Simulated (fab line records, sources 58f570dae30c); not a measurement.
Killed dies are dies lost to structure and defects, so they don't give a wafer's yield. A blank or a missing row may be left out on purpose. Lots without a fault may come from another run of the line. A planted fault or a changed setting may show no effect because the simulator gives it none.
One fault seen from 2 desks | flow berkeley_cmos170 | each desk has only its own numbers; what lay behind them comes last

THE TOOL OWNER'S DESK: implanter-04
The tool's own readings at UCB170_PFIELD_IMPLANT_07: means of the sampled wafers that have a number, for each lot that ran on this tool. A lot is out of limits, marked OUT, if its mean lies more than 4 standard deviations from the usual mean; the brackets give that distance.
Columns: A = dose_ions_cm2 at UCB170_PFIELD_IMPLANT_07, usual 1.9996e+13; B = faraday_current_uA at UCB170_PFIELD_IMPLANT_07, usual 63.6
lot  | first seen here | A                            | B
L822 | day 4 14:09     | 1.9989e+13                   | 64.6
L832 | day 6 22:17     | 1.9996e+13                   | 63.3
L834 | day 7 01:20     | 2.0016e+13                   | 64.0
L837 | day 8 01:49     | 2.8568e+13 (+99 or more) OUT | 93.8 (+23) OUT
L839 | day 8 07:35     | 2.8547e+13 (+99 or more) OUT | 90.3 (+21) OUT
This desk's finding: out of limits on L837, L839; first on L837, day 8 01:49 (dose_ions_cm2 at UCB170_PFIELD_IMPLANT_07). In limits: L822, L832, L834.

THE METROLOGY DESK
What the gauges read, lot by lot, whatever tool the lot ran on: means of the sampled wafers that have a number. A lot is out of limits, marked OUT, if its mean lies more than 4 standard deviations from the usual mean; the brackets give that distance.
Columns: A = PFIELD_TW at UCB170_PFIELD_TW_MEAS_09, usual 601
lot  | first seen here | A
L822 | day 4 14:24     | 603
L823 | day 5 03:50     | 608
L825 | day 5 06:39     | 608
L827 | day 5 18:01     | 607
L826 | day 5 18:14     | 604
L831 | day 6 15:16     | 595
L832 | day 6 22:32     | 594
L834 | day 7 01:35     | 596
L835 | day 7 10:25     | 593
L837 | day 8 02:02     | 672 (+13) OUT
L836 | day 8 02:15     | 600
L838 | day 8 07:21     | 602
L839 | day 8 07:50     | 672 (+13) OUT
L841 | day 8 21:40     | 602
This desk's finding: out of limits on L837, L839; first on L837, day 8 02:02 (PFIELD_TW at UCB170_PFIELD_TW_MEAS_09). In limits: L822, L823, L825, L827, L826, L831, L832, L834, L835, L836, L838, L841.

PUT TOGETHER
The tool owner's desk could have raised an alarm at day 8 01:49, on L837, L839.
The metrology desk could have raised an alarm at day 8 02:02, on L837, L839.
Of the lots named, all ran UCB170_PFIELD_IMPLANT_07 on implanter-04.

WHAT THE SIMULATOR HAD PUT IN
Process parameter drift: implanter-04, from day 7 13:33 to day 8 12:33, at UCB170_PFIELD_IMPLANT_07. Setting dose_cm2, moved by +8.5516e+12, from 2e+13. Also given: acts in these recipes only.
Lots struck among those shown: L837, L839.
Hours from the fault's start to each desk's first reading out of limits: the tool owner's desk, 12; the metrology desk, 12.
